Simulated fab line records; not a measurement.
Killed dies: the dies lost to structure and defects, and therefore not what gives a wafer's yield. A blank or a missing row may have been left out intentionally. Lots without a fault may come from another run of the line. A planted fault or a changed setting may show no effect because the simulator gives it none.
fab line records	flow rit-cmos
[record] lots = 13	wafers = 39	last-day = 7
route steps=202 shown M1@184
lots untouched by any fault: they come from a run of this same line in which no faults occurred
start-h: start of the lot's first displayed wafer, in hours after the record's first day	wait-h: hours from the lot's prior step to this one	" unchanged from the row above	L1.1+2: a row that stands for several wafers	- value missing, or start not given	* or withheld: withheld	< > ~ a bound
route shown NAME@n: NAME is a module with steps in the file, n the number in the route of the first one	usual: mean/standard deviation of fault-free wafers	same: alike in all rows	chamber/n: place in a boat	sites: per-site readings	_std_site: the values' standard deviation	_edge_site: the outer-site mean with the inner-site mean subtracted	radius-mm: for every site, how far away it sits from the centre of the wafer	mask NAME#n: copy n	behind: tool/chamber where the wafer was last shaped	hold: what put the lot on hold/how long, in hours/how the hold closed	device: the transistor (n, p or np) that didn't switch	end of line: the route-end tests of the same wafers	a step without rows: its recipe alone	killed: dies lost to structure and defects at the first sort, not the wafer's yield	map: a wafer's dies, marking killed ones x, the rest . and places with no die _
set.NAME: the setting that was run; set.NAME@STEP: the one run at that earlier step	model.NAME: the simulator's own value behind a step, which no gauge read
steps of the route over a sample of lots; a table a step, a row a wafer
services: the hour from which a tool's chamber was out of use, counted from the record's first day as start-h (under 0 if before that day), plus the number of hours and why
[[steps]]
[step RIT_M1_SPUTTER_00]
[recipe] material = Al	target-thk-nm = 400	power-w = 2000	chamber-pressure-pa = 0.4	gas = Ar	time-s = 500	substrate-temp-c = 25
[usual] throttle-valve-pct = 30.5/1.4
lot.wafer	tool	chamber	start-h	wait-h	throttle-valve-pct
L290.2	pvd-sputter-02	-	60.79	0.0	33.3
L290.4	"	-	"	"	30.0
L290.5	"	-	"	"	30.0
L291.1	pvd-sputter-01	-	65.24	0.0	27.4
L291.3	"	-	"	"	31.0
L291.6	"	-	"	"	27.4
L292.3	pvd-sputter-02	-	72.94	0.0	32.9
L292.4	"	-	"	"	31.4
L292.6	"	-	"	"	29.5
L293.1	pvd-sputter-01	-	75.82	0.0	27.5
L293.4	"	-	"	"	30.1
L293.5	"	-	"	"	29.8
L294.2	pvd-sputter-02	-	79.31	0.0	33.4
L294.3	"	-	"	"	29.4
L294.5	"	-	"	"	30.3
L295.2	pvd-sputter-01	-	85.17	0.0	31.0
L295.4	"	-	"	"	27.8
L295.5	"	-	"	"	30.3
L297.4	pvd-sputter-02	-	97.51	0.0	30.1
L297.5	"	-	"	"	33.4
L297.6	"	-	"	"	29.4
L298.1	pvd-sputter-02	-	103.20	0.0	31.3
L298.2	"	-	"	"	33.4
L298.4	"	-	"	"	30.1
L305.1	pvd-sputter-02	-	138.84	0.0	33.3
L305.4	"	-	"	"	31.3
L305.5	"	-	"	"	29.6
L307.3	pvd-sputter-01	-	146.32	0.0	31.1
L307.4	"	-	"	"	27.5
L307.5	"	-	"	"	27.8
L308.1	pvd-sputter-04	-	149.09	0.0	32.1
L308.2	"	-	"	"	30.0
L308.4	"	-	"	"	30.3
L310.3	pvd-sputter-04	-	161.85	0.0	32.2
L310.4	"	-	"	"	30.0
L310.6	"	-	"	"	30.3
L311.2	pvd-sputter-01	-	166.11	0.0	30.8
L311.3	"	-	"	"	27.5
L311.5	"	-	"	"	30.8
[step RIT_M1_RS_MEAS_01]
[recipe] thk-meas-gauge = four-point-probe	reads = Al_of_M1_SPUTTER_00
[usual] M1_AL_RS = 0.0731/0.0011
lot.wafer	tool	chamber	start-h	wait-h	M1_AL_RS[ohm/sq]
L290.2	film-metro-03	-	61.10	0.2	0.0723
L290.4	"	-	"	"	0.0710
L290.5	"	-	"	"	0.0711
L291.1	film-metro-01	-	65.58	0.2	0.0730
L291.3	"	-	"	"	0.0723
L291.6	"	-	"	"	0.0731
L292.3	film-metro-03	-	73.28	0.2	0.0732
L292.4	"	-	"	"	0.0717
L292.6	"	-	"	"	0.0730
L293.1	film-metro-01	-	76.11	0.1	0.0743
L293.4	"	-	"	"	0.0745
L293.5	"	-	"	"	0.0744
L294.2	film-metro-01	-	79.62	0.2	0.0727
L294.3	"	-	"	"	0.0725
L294.5	"	-	"	"	0.0719
L295.2	film-metro-01	-	85.49	0.2	0.0758
L295.4	"	-	"	"	0.0762
L295.5	"	-	"	"	0.0759
L297.4	film-metro-04	-	97.86	0.2	0.0723
L297.5	"	-	"	"	0.0736
L297.6	"	-	"	"	0.0729
L298.1	film-metro-03	-	103.49	0.1	0.0707
L298.2	"	-	"	"	0.0727
L298.4	"	-	"	"	0.0716
L305.1	film-metro-01	-	139.13	0.1	0.0736
L305.4	"	-	"	"	0.0717
L305.5	"	-	"	"	0.0439
L307.3	film-metro-01	-	146.65	0.2	0.0739
L307.4	"	-	"	"	0.0738
L307.5	"	-	"	"	0.0738
L308.1	film-metro-04	-	149.39	0.1	0.0722
L308.2	"	-	"	"	0.0737
L308.4	"	-	"	"	0.0723
L310.3	film-metro-04	-	162.18	0.2	0.0727
L310.4	"	-	"	"	0.0731
L310.6	"	-	"	"	0.0727
L311.2	film-metro-04	-	166.42	0.2	0.0738
L311.3	"	-	"	"	0.0732
L311.5	"	-	"	"	0.0734
[step RIT_M1_THK_MEAS_02]
[recipe] thk-meas-gauge = xrf	reads = Al_of_M1_SPUTTER_00
[usual] M1_AL_THK = 398/6.6
lot.wafer	tool	chamber	start-h	wait-h	M1_AL_THK[nm]
L290.2	film-metro-03	-	61.21	0.1	402
L290.4	"	-	"	"	410
L290.5	"	-	"	"	410
L291.1	film-metro-01	-	65.70	0.1	399
L291.3	"	-	"	"	402
L291.6	"	-	"	"	399
L292.3	film-metro-03	-	73.38	0.1	396
L292.4	"	-	"	"	405
L292.6	"	-	"	"	396
L293.1	film-metro-01	-	76.23	0.1	390
L293.4	"	-	"	"	394
L293.5	"	-	"	"	392
L294.2	film-metro-01	-	79.73	0.1	401
L294.3	"	-	"	"	402
L294.5	"	-	"	"	406
L295.2	film-metro-01	-	85.60	0.1	384
L295.4	"	-	"	"	383
L295.5	"	-	"	"	385
L297.4	film-metro-04	-	97.95	0.1	403
L297.5	"	-	"	"	396
L297.6	"	-	"	"	400
L298.1	film-metro-03	-	103.61	0.1	410
L298.2	"	-	"	"	402
L298.4	"	-	"	"	408
L305.1	film-metro-01	-	139.25	0.1	395
L305.4	"	-	"	"	404
L305.5	"	-	"	"	657
L307.3	film-metro-01	-	146.75	0.1	394
L307.4	"	-	"	"	396
L307.5	"	-	"	"	396
L308.1	film-metro-04	-	149.51	0.1	399
L308.2	"	-	"	"	392
L308.4	"	-	"	"	396
L310.3	film-metro-04	-	162.28	0.1	398
L310.4	"	-	"	"	393
L310.6	"	-	"	"	397
L311.2	film-metro-04	-	166.53	0.1	390
L311.3	"	-	"	"	392
L311.5	"	-	"	"	392
[step RIT_M1_METAL_ETCH_12]
[recipe] stop-on = SiO2	chemistry = Cl2/BCl3	target = Al	time-s = 165	over-etch-frac = 0.5	pressure-mtorr = 100	target-depth-a = 6000	rf-w = 250	Cl2_flow_sccm = 60	bcl3-flow-sccm = 50
[usual] drypump-motor-current-A = 5.5/0.34	oes-product-au = 0.776/0.015	throttle-valve-pct = 8.34/0.17
[same] time-s = 165
lot.wafer	tool	chamber	start-h	wait-h	drypump-motor-current-A	oes-product-au	rf-hours-counter-h	throttle-valve-pct
L290.2	rie-metal-02	1	62.91	0.2	5.1	0.766	4	8.18
L290.4	"	1	"	"	5.1	0.783	-	8.19
L290.5	"	1	"	"	5.1	0.777	-	8.20
L291.1	rie-metal-04	0	67.04	0.2	6.0	0.797	37	8.15
L291.3	"	0	"	"	6.0	0.791	-	8.12
L291.6	"	0	"	"	6.0	0.788	-	8.14
L292.3	rie-metal-01	1	74.88	0.2	5.0	0.783	-	8.61
L292.4	"	0	"	"	5.6	0.801	-	8.48
L292.6	"	1	"	"	5.0	0.773	-	8.60
L293.1	rie-metal-02	0	77.70	0.2	5.7	0.764	4	8.23
L293.4	"	1	"	"	5.1	0.761	-	8.19
L293.5	"	0	"	"	5.7	0.759	-	8.24
L294.2	rie-metal-04	1	81.31	0.2	5.8	0.763	35	8.30
L294.3	"	1	"	"	5.8	0.764	-	8.30
L294.5	"	0	"	"	5.9	0.797	-	8.14
L295.2	rie-metal-01	1	86.93	0.2	5.1	0.762	1	8.62
L295.4	"	1	"	"	5.0	0.765	-	8.61
L295.5	"	0	"	"	5.6	0.771	-	8.47
L297.4	rie-metal-04	1	99.45	0.1	5.8	0.769	-	8.29
L297.5	"	1	"	"	5.8	0.755	-	8.28
L297.6	"	0	"	"	5.9	0.791	-	8.13
L298.1	rie-metal-01	1	104.97	0.2	5.0	0.796	1	8.62
L298.2	"	0	"	"	5.6	0.791	1	8.49
L298.4	"	0	"	"	5.6	0.801	-	8.48
L305.1	rie-metal-02	1	140.63	0.2	5.1	0.761	5	8.20
L305.4	"	0	"	"	5.7	0.780	-	8.23
L305.5	"	1	"	"	5.1	0.976	-	8.15
L307.3	rie-metal-02	0	148.26	0.2	5.6	0.763	-	8.24
L307.4	"	1	"	"	5.1	0.766	-	8.20
L307.5	"	0	"	"	5.6	0.766	-	8.24
L308.1	rie-metal-01	0	150.85	0.2	5.6	0.801	2	8.49
L308.2	"	1	"	"	5.0	0.772	2	8.60
L308.4	"	1	"	"	5.0	0.789	-	8.61
L310.3	rie-metal-02	1	163.79	0.2	5.1	0.765	-	8.20
L310.4	"	0	"	"	5.7	0.767	-	8.23
L310.6	"	0	"	"	5.7	0.775	-	8.24
L311.2	rie-metal-01	0	167.99	0.2	5.6	0.791	2	8.48
L311.3	"	0	"	"	5.6	0.799	-	8.49
L311.5	"	1	"	"	5.0	0.776	-	8.61
[step RIT_M1_PROBE_99]
[usual] defect-limited-yield = 97.6/1.1	killed_at_M0_to_M3 = 0.0/0.12	killed-at-contacts = 0.1/0.25	killed-at-front-end = 6.3/2.9	killed-dies = 6.4/2.8	killed-on-rim = 1.7/1.4	killed-open = 3.3/2	killed-short = 3.1/2	sort_bin_3_pad_short = 0.1/0.2	sort_bin_5_function = 1.4/0.75	sort_bin_6_memory = 0.9/0.59	sort-n-pass = 257.6/2.8	sort-yield-pct = 97.6/1.1
[same] gross-dies = 264	killed_at_M4_up = 0	killed-at-back-side = 0	killed-at-other = 0
lot.wafer	tool	chamber	start-h	wait-h	defect-limited-yield[%]	killed_at_M0_to_M3	killed-at-contacts	killed-at-front-end	killed-dies	killed-on-rim	killed-open	killed-short	sort_bin_3_pad_short[%]	sort_bin_5_function[%]	sort_bin_6_memory[%]	sort-n-pass	sort-yield-pct[%]
L290.2	prober-01	-	65.21	0.1	98.9	0	0	3	3	1	1	2	0	0	1.1	261.0	98.9
L290.4	prober-01	-	65.31	0.2	97.7	0	0	6	6	0	4	2	0	1.1	1.1	258.0	97.7
L290.5	prober-01	-	65.36	0.2	97.3	0	0	7	7	0	5	2	0	1.1	1.5	257.0	97.3
L291.1	prober-01	-	69.29	0.1	98.5	0	1	3	4	0	3	1	0	1.1	0.4	260.0	98.5
L291.3	prober-01	-	69.39	0.2	96.6	0	0	9	9	1	5	4	0	1.9	1.5	255.0	96.6
L291.6	prober-01	-	69.54	0.2	97.7	0	0	6	6	3	3	3	0.4	1.5	0.4	258.0	97.7
L292.3	prober-02	-	77.18	0.2	97.3	0	0	7	7	2	3	4	0.4	1.1	1.1	257.0	97.3
L292.4	prober-02	-	77.23	0.2	98.5	0	0	4	4	0	2	2	0	1.1	0.4	260.0	98.5
L292.6	prober-02	-	77.33	0.2	97.3	0	0	7	7	1	4	3	0	1.5	1.1	257.0	97.3
L293.1	prober-01	-	79.96	0.1	98.5	0	0	4	4	2	2	2	0	0.4	1.1	260.0	98.5
L293.4	prober-01	-	80.11	0.2	98.9	0	0	3	3	0	2	1	0	0.4	0.8	261.0	98.9
L293.5	prober-01	-	80.16	0.2	98.9	0	0	3	3	2	1	2	0	1.1	0	261.0	98.9
L294.2	prober-02	-	83.61	0.1	96.6	0	0	9	9	2	2	7	0.8	1.9	0.8	255.0	96.6
L294.3	prober-02	-	83.66	0.2	97.7	0	0	6	6	1	1	5	0	0	2.3	258.0	97.7
L294.5	prober-02	-	83.76	0.2	98.5	0	0	4	4	0	1	3	0	0.8	0.8	260.0	98.5
L295.2	prober-01	-	89.24	0.1	98.9	0	0	3	3	1	2	1	0	0.4	0.8	261.0	98.9
L295.4	prober-01	-	89.34	0.2	96.6	0	0	9	9	5	5	4	0.4	1.9	1.1	255.0	96.6
L295.5	prober-01	-	89.39	0.2	98.1	0	0	5	5	1	2	3	0	1.5	0.4	259.0	98.1
L297.4	prober-01	-	101.80	0.2	97.7	0	0	6	6	1	4	2	0	1.5	0.8	258.0	97.7
L297.5	prober-01	-	101.85	0.2	95.1	0	1	12	13	3	8	5	0	2.7	2.3	251.0	95.1
L297.6	prober-01	-	101.90	0.2	95.8	0	0	11	11	3	4	7	0	2.7	1.5	253.0	95.8
L298.1	prober-02	-	107.22	0.1	98.1	0	0	5	5	1	4	1	0	1.5	0.4	259.0	98.1
L298.2	prober-02	-	107.27	0.1	98.1	0	0	5	5	2	2	3	0	1.1	0.8	259.0	98.1
L298.4	prober-02	-	107.37	0.2	98.5	0	0	4	4	1	3	1	0	1.1	0.4	260.0	98.5
L305.1	prober-02	-	142.90	0.1	98.9	0	0	3	3	0	3	0	0	0.8	0.4	261.0	98.9
L305.4	prober-02	-	143.05	0.2	97.3	0	0	7	7	1	5	2	0.4	1.1	1.1	257.0	97.3
L305.5	prober-02	-	143.10	0.2	0	260	1	3	264	70	3	1	0	99.2	0.8	0	0
L307.3	prober-02	-	150.57	0.2	97.0	0	0	8	8	2	4	4	0	2.7	0.4	256.0	97.0
L307.4	prober-02	-	150.62	0.2	98.1	0	0	5	5	2	3	2	0.4	0.4	1.1	259.0	98.1
L307.5	prober-02	-	150.67	0.2	97.7	0	0	6	6	3	5	1	0	1.5	0.8	258.0	97.7
L308.1	prober-01	-	153.11	0.1	98.5	0	0	4	4	1	3	1	0	0.8	0.8	260.0	98.5
L308.2	prober-01	-	153.16	0.1	96.2	0	0	10	10	0	3	7	0	2.3	1.5	254.0	96.2
L308.4	prober-01	-	153.26	0.2	98.1	0	0	5	5	3	4	1	0	1.1	0.8	259.0	98.1
L310.3	prober-01	-	166.09	0.2	98.1	0	0	5	5	1	2	3	0	0.4	1.5	259.0	98.1
L310.4	prober-01	-	166.14	0.2	99.2	0	0	2	2	1	1	1	0	0.8	0	262.0	99.2
L310.6	prober-01	-	166.24	0.2	97.3	0	0	7	7	1	3	4	0.4	1.1	1.1	257.0	97.3
L311.2	prober-02	-	170.30	0.1	98.1	0	0	5	5	0	2	3	0	1.1	0.8	259.0	98.1
L311.3	prober-02	-	170.35	0.2	96.6	0	0	9	9	4	7	2	0	1.9	1.5	255.0	96.6
L311.5	prober-02	-	170.45	0.2	98.5	0	0	4	4	2	2	2	0	1.1	0.4	260.0	98.5
// killed by level:class
L290.2 REOX:geometric-particle:open=1 REOX:geometric-particle:short=1 SPACER:geometric-particle:short=1
L290.4 GATE:geometric-particle:open=2 GATE:geometric-particle:short=1 REOX:geometric-particle:open=1 REOX:geometric-particle:short=1 SPACER:geometric-particle:open=1
L290.5 FOX2:geometric-particle:open=3 REOX:geometric-particle:open=2 FOX1:geometric-particle:short=1 GATE:geometric-particle:short=1
L291.1 GATE:geometric-particle:open=1 GATE:geometric-particle:short=1 REOX:geometric-particle:open=1 CONTACT:geometric-particle:open=1
L291.3 REOX:geometric-particle:open=4 FOX1:geometric-particle:short=2 REOX:geometric-particle:short=2 GATE:geometric-particle:open=1
L291.6 SILICIDE:geometric-particle:open=2 FOX1:geometric-particle:short=1 GATE:geometric-particle:open=1 REOX:geometric-particle:short=1 SPACER:geometric-particle:short=1
L292.3 SILICIDE:geometric-particle:short=2 FOX2:geometric-particle:open=1 GATE:geometric-particle:short=1 GATE:geometric-particle:open=1 REOX:geometric-particle:short=1 REOX:geometric-particle:open=1
L292.4 GATE:geometric-particle:open=2 GATE:geometric-particle:short=1 REOX:geometric-particle:short=1
L292.6 REOX:geometric-particle:open=3 REOX:geometric-particle:short=2 GATE:geometric-particle:open=1 GATE:geometric-particle:short=1
L293.1 GATE:geometric-particle:short=2 REOX:geometric-particle:open=2
L293.4 GATE:geometric-particle:open=2 GATE:geometric-particle:short=1
L293.5 FOX1:geometric-particle:short=1 FOX1:geometric-particle:open=1 SPACER:geometric-particle:short=1
L294.2 SPACER:geometric-particle:short=3 REOX:geometric-particle:short=2 FOX1:geometric-particle:short=1 GATE:geometric-particle:open=1 GATE:geometric-particle:short=1 SPACER:geometric-particle:open=1
L294.3 FOX1:geometric-particle:short=2 SILICIDE:geometric-particle:short=2 FOX1:geometric-particle:open=1 REOX:geometric-particle:short=1
L294.5 SPACER:geometric-particle:short=2 GATE:geometric-particle:short=1 SILICIDE:geometric-particle:open=1
L295.2 GATE:geometric-particle:open=2 REOX:geometric-particle:short=1
L295.4 GATE:geometric-particle:open=2 GATE:geometric-particle:short=2 REOX:geometric-particle:open=2 FOX1:geometric-particle:open=1 FOX2:geometric-particle:short=1 REOX:geometric-particle:short=1
L295.5 FOX2:geometric-particle:short=2 GATE:geometric-particle:open=1 GATE:geometric-particle:short=1 REOX:geometric-particle:open=1
L297.4 GATE:geometric-particle:short=2 GATE:geometric-particle:open=2 FOX1:geometric-particle:open=1 SPACER:geometric-particle:open=1
L297.5 GATE:geometric-particle:open=2 REOX:geometric-particle:open=2 FOX1:geometric-particle:short=1 FOX2:geometric-particle:open=1 FOX2:geometric-particle:short=1 GATE:geometric-particle:short=1 SPACER:geometric-particle:open=1 SPACER:geometric-particle:short=1
L297.6 FOX1:geometric-particle:short=3 FOX2:geometric-particle:short=3 GATE:geometric-particle:open=2 SPACER:geometric-particle:open=2 GATE:geometric-particle:short=1
L298.1 GATE:geometric-particle:open=3 FOX1:geometric-particle:short=1 REOX:geometric-particle:open=1
L298.2 FOX1:geometric-particle:short=2 FOX1:geometric-particle:open=1 GATE:geometric-particle:short=1 REOX:geometric-particle:open=1
L298.4 SPACER:geometric-particle:open=2 FOX1:geometric-particle:short=1 GATE:geometric-particle:open=1
L305.1 GATE:geometric-particle:open=2 REOX:geometric-particle:open=1
L305.4 GATE:geometric-particle:open=2 FOX1:geometric-particle:open=1 FOX2:geometric-particle:open=1 GATE:geometric-particle:short=1 REOX:geometric-particle:short=1 SPACER:geometric-particle:open=1
L305.5 M1:area-etch=260 GATE:geometric-particle:open=2 GATE:geometric-particle:short=1 CONTACT:geometric-particle:open=1
L307.3 SPACER:geometric-particle:open=2 FOX1:geometric-particle:short=1 FOX2:geometric-particle:open=1 GATE:geometric-particle:open=1 GATE:geometric-particle:short=1 SPACER:geometric-particle:short=1 SILICIDE:geometric-particle:short=1
L307.4 GATE:geometric-particle:short=2 FOX1:geometric-particle:open=1 GATE:geometric-particle:open=1 SPACER:geometric-particle:open=1
L307.5 GATE:geometric-particle:open=4 GATE:geometric-particle:short=1 REOX:geometric-particle:open=1
L308.1 GATE:geometric-particle:open=2 SILICIDE:geometric-particle:open=1 SILICIDE:geometric-particle:short=1
L308.2 GATE:geometric-particle:short=3 FOX2:geometric-particle:short=2 FOX1:geometric-particle:short=1 FOX2:geometric-particle:open=1 GATE:geometric-particle:open=1 REOX:geometric-particle:short=1 SILICIDE:geometric-particle:open=1
L308.4 SILICIDE:geometric-particle:open=2 FOX2:geometric-particle:open=1 REOX:geometric-particle:short=1 SPACER:geometric-particle:open=1
L310.3 FOX2:geometric-particle:open=1 GATE:geometric-particle:open=1 GATE:geometric-particle:short=1 REOX:geometric-particle:short=1 SPACER:geometric-particle:short=1
L310.4 GATE:geometric-particle:short=1 SPACER:geometric-particle:open=1
L310.6 FOX1:geometric-particle:open=1 FOX2:geometric-particle:short=1 GATE:geometric-particle:open=1 GATE:geometric-particle:short=1 REOX:geometric-particle:short=1 SPACER:geometric-particle:open=1 SILICIDE:geometric-particle:short=1
L311.2 FOX1:geometric-particle:open=1 GATE:geometric-particle:short=1 REOX:geometric-particle:short=1 REOX:geometric-particle:open=1 SILICIDE:geometric-particle:short=1
L311.3 FOX1:geometric-particle:open=3 GATE:geometric-particle:open=2 FOX1:geometric-particle:short=1 REOX:geometric-particle:open=1 SPACER:geometric-particle:short=1 SILICIDE:geometric-particle:open=1
L311.5 REOX:geometric-particle:open=1 REOX:geometric-particle:short=1 SILICIDE:geometric-particle:short=1 SILICIDE:geometric-particle:open=1
[[services]]
tool	chamber	start-h	hours	kind
pvd-sputter-01	-	60.96	3.0	repair
pvd-sputter-02	-	92.19	3.7	repair
rie-metal-04	-	101.68	1.4	pm
pvd-sputter-02	-	120.33	3.4	repair
rie-metal-02	-	133.19	0.9	repair
rie-metal-04	-	136.12	20.0	pm
rie-metal-04	0	136.12	20.0	vent-cycle
rie-metal-04	1	136.12	20.0	vent-cycle
rie-metal-02	1	144.10	2.5	repair
rie-metal-04	0	156.12	-	clean
rie-metal-04	1	156.12	-	clean
[[key]]
[first-sign] step = RIT_M1_RS_MEAS_01	reading = M1_AL_RS	direction = down	sigmas = 26	usual = 0.0731	struck = 0.0439
[effect] step = RIT_M1_THK_MEAS_02	reading = M1_AL_THK	direction = up	sigmas = 39	usual = 398	struck = 657
[effect] step = RIT_M1_METAL_ETCH_12	reading = oes-product-au	direction = up	sigmas = 14	usual = 0.776	struck = 0.976
[effect] step = RIT_M1_PROBE_99	reading = killed_at_M0_to_M3	direction = up	sigmas = 99+	usual = 0.0	struck = 260
[more-kills-born-at] RIT_M1_METAL_ETCH_12@rie-metal-02 = 260
met-at RIT_M1_SPUTTER_00
struck-lots L305
struck-wafers L305.5
later-rows-left-out L305.5
onset-between 97.51 138.84
[fault] kind = process-parameter-drift	tool = pvd-sputter-02	chamber = -	onset-h = 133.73	steps = RIT_M1_SPUTTER_00	channel = target-thk-nm	offset = 263.05	shape = step	end-h = 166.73	stated = 400	scope = struck-wafers-only
// later-rows-left-out: the simulator's readings of these wafers behind a module that went badly wrong aren't trusted and aren't shown, but for the sort
